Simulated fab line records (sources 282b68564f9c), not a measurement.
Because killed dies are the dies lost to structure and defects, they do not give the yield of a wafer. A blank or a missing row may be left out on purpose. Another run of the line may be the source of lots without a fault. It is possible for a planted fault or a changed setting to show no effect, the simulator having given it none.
Shared-tool check -- flow rit cmos -- 13 lots, 39 wafers sampled

## WHY IT WAS OPENED
Of 13 lots, 1 have the reading ACTIVE_NITRIDE_THK flagged at RIT_ACTIVE_THK_MEAS_04. No-fault wafers: 149.5 nm, standard deviation 1.3.
Rule: a lot is flagged in two cases, either no wafer of it has a number, or all its wafers with numbers fall more than 4 standard deviations from that mean. The other lots count as sound.

lot,measured,on,"ACTIVE_NITRIDE_THK (nm), wafer by wafer",flag
L636,day 1 13:34,film metro-04,150.7 150.5 150.8,
L637,day 1 18:32,film metro-04,152.3 152.2 152.3,
L639,day 2 04:32,film metro-04,150.7 148.9 149.8,
L640,day 2 09:32,film metro-02,150.6 149.2 150.4,
L644,day 3 05:57,film metro-04,150.3 150.2 150.0,
L649,day 4 06:32,film metro-02,157.1 158.1 156.7,FLAGGED
L650,day 4 11:33,film metro-02,148.7 148.7 147.9,
L653,day 5 02:32,film metro-02,148.8 149.4 148.3,
L654,day 5 07:32,film metro-04,149.0 150.1 147.8,
L655,day 5 12:37,film metro-04,148.2 148.6 148.3,
L656,day 5 18:01,film metro-03,146.3 147.3 147.0,
L658,day 6 03:49,film metro-04,149.3 151.4 151.2,
L659,day 6 08:32,film metro-02,150.6 151.2 149.2,
On average the flagged lots' numbers are 157.3 nm, which is +7.8 nm against the usual, or +6 standard deviations.

## EACH LOT AND THE TOOL IT RAN ON
The record holds 1 process step before the reading, out of a route of 202 steps. In each cell: the tool, then ch and the chambers that the sampled wafers went through, then the start.
lot,flag,RIT_ACTIVE_CVD_03
L636,,"lpcvd-01 ch 0, day 1 12:07"
L637,,"lpcvd-02 ch 1, day 1 17:07"
L639,,"lpcvd-02 ch 1, day 2 03:07"
L640,,"lpcvd-02 ch 0, day 2 08:07"
L644,,"lpcvd-02 ch 0, day 3 04:32"
L649,FLAGGED,"lpcvd-01 ch 0, day 4 05:07"
L650,,"lpcvd-02 ch 0, day 4 10:08"
L653,,"lpcvd-02 ch 0, day 5 01:07"
L654,,"lpcvd-02 ch 0, day 5 06:07"
L655,,"lpcvd-02 ch 0, day 5 11:11"
L656,,"lpcvd-02 ch 0, day 5 16:36"
L658,,"lpcvd-02 ch 1, day 6 02:25"
L659,,"lpcvd-02 ch 1, day 6 07:07"
What is done by these steps:
- RIT_ACTIVE_CVD_03: deposits Si3N4 from SiH2Cl2/NH3, target thk 150 nm, time 1500 s.
- RIT_ACTIVE_THK_MEAS_04

## FLAGGED OVER TOTAL, TOOL BY TOOL (the gauges that took the reading come last)
step,tool,lots run,flagged,share of the flagged lots,sound lots run after its first flagged lot
RIT_ACTIVE_CVD_03,lpcvd-01,2,1,all,0
RIT_ACTIVE_CVD_03,lpcvd-02,11,0,none,-
RIT_ACTIVE_THK_MEAS_04,film metro-02,5,1,all,"3 (L650,L653,L659)"
RIT_ACTIVE_THK_MEAS_04,film metro-03,1,0,none,-
RIT_ACTIVE_THK_MEAS_04,film metro-04,7,0,none,-

## WHAT IS ALLOWED BY THE TABLE
2 rows of the table ran every flagged lot: lpcvd-01 at RIT_ACTIVE_CVD_03, film metro-02 at RIT_ACTIVE_THK_MEAS_04.
- lpcvd-01 at RIT_ACTIVE_CVD_03: 1 of its 2 lots flagged. Its last sound lot is L636 (day 1 12:07), its first flagged lot L649 (day 4 05:07): a fault that began between those two fits.
- film metro-02 at RIT_ACTIVE_THK_MEAS_04: 1 of its 5 lots flagged. After the first flagged lot (L650, L653, L659), sound lots still ran on it; a lasting fault on the whole tool would not permit that.
One tool is left: lpcvd-01 at RIT_ACTIVE_CVD_03.

## WHAT THE SIMULATOR HAD INSERTED
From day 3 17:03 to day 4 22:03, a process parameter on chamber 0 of lpcvd-01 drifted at RIT_ACTIVE_CVD_03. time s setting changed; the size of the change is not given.
Lots struck among those shown: L649. The rule given above showed the same thing.
